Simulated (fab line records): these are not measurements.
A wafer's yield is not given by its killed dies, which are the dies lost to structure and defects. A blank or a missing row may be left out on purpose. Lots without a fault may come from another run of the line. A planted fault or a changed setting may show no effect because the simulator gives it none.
Split-lot study -- flow berkeley-cmos170 -- route with 331 steps; 5 lots, 23 wafers read

## ON THE SPLIT
At UCB170_START_OXIDATION_02 (target thk 20 nm, ox time 1800 s), the setting temp-c was moved away from the recipe's 950 C on 15 of the 23 wafers read, by -2.7% to +2.7%. The other wafers ran this setting at the recipe's value.

The file shows no step between the split and the reading.

## THE READING
Values of START_OXIDE_THK in nm from UCB170_START_THK_MEAS_03. On this fab line, fault-free wafers typically give 20.3 nm with a standard deviation of 0.39 nm.

wafer,"tool, chamber at the split","temp-c as run, C",against the recipe,"START_OXIDE_THK, nm",against lot-mates on the recipe
L074.1,"-, -",928.2,-2.3%,15.9,no lot-mate on the recipe
L074.2,"-, -",928.2,-2.3%,15.6,no lot-mate on the recipe
L074.3,"-, -",928.2,-2.3%,15.9,no lot-mate on the recipe
L074.4,"-, -",928.2,-2.3%,15.9,no lot-mate on the recipe
L074.6,"-, -",928.2,-2.3%,15.5,no lot-mate on the recipe
L077.1,"-, -",924.5,-2.7%,16.0,no lot-mate on the recipe
L077.2,"-, -",924.5,-2.7%,15.6,no lot-mate on the recipe
L077.3,"-, -",924.5,-2.7%,15.9,no lot-mate on the recipe
L077.4,"-, -",924.5,-2.7%,15.7,no lot-mate on the recipe
L077.5,"-, -",924.5,-2.7%,15.8,no lot-mate on the recipe
L082.1,"-, -",976,+2.7%,26.1,no lot-mate on the recipe
L082.2,"-, -",976,+2.7%,26.1,no lot-mate on the recipe
L082.3,"-, -",976,+2.7%,26.0,no lot-mate on the recipe
L082.5,"-, -",976,+2.7%,26.1,no lot-mate on the recipe
L082.6,"-, -",976,+2.7%,26.1,no lot-mate on the recipe
L083.1,"-, -",950,recipe,20.4,-
L083.2,"-, -",950,recipe,20.2,-
L083.3,"-, -",950,recipe,20.1,-
L083.5,"-, -",950,recipe,20.1,-
L083.6,"-, -",950,recipe,20.0,-
L085.2,"furnace-02, 0",950,recipe,21.2,-
L085.4,"furnace-02, 0",950,recipe,20.9,-
L085.5,"furnace-02, 0",950,recipe,20.9,-

THE FIT
A straight line over all 23 wafers: START_OXIDE_THK changes by +1.95 nm for each +1% of temp-c; r = +1.00; the points scatter about the line by 0.41 nm.
Too few moved wafers have a lot-mate on the recipe to fit a line with each lot's own level taken away.

## THE WHOLE CHAIN: every reading that the file lists as answering this split, in the file's order
step,what it does,reading,change (the file's fit),r (the file's)
UCB170_START_OXIDATION_02,"target thk 20 nm, ox time 1800 s","SiO2_of_START_OXIDATION_02.thk-nm (the simulator's own value, which no gauge read)",+1.95 nm for each +1% of the setting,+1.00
UCB170_START_THK_MEAS_03,,START_OXIDE_THK,+1.95 for each +1% of the setting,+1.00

## THE FILE'S OWN FIT
START_OXIDE_THK changes by +1.95 nm for each +1% of temp-c, r = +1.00.
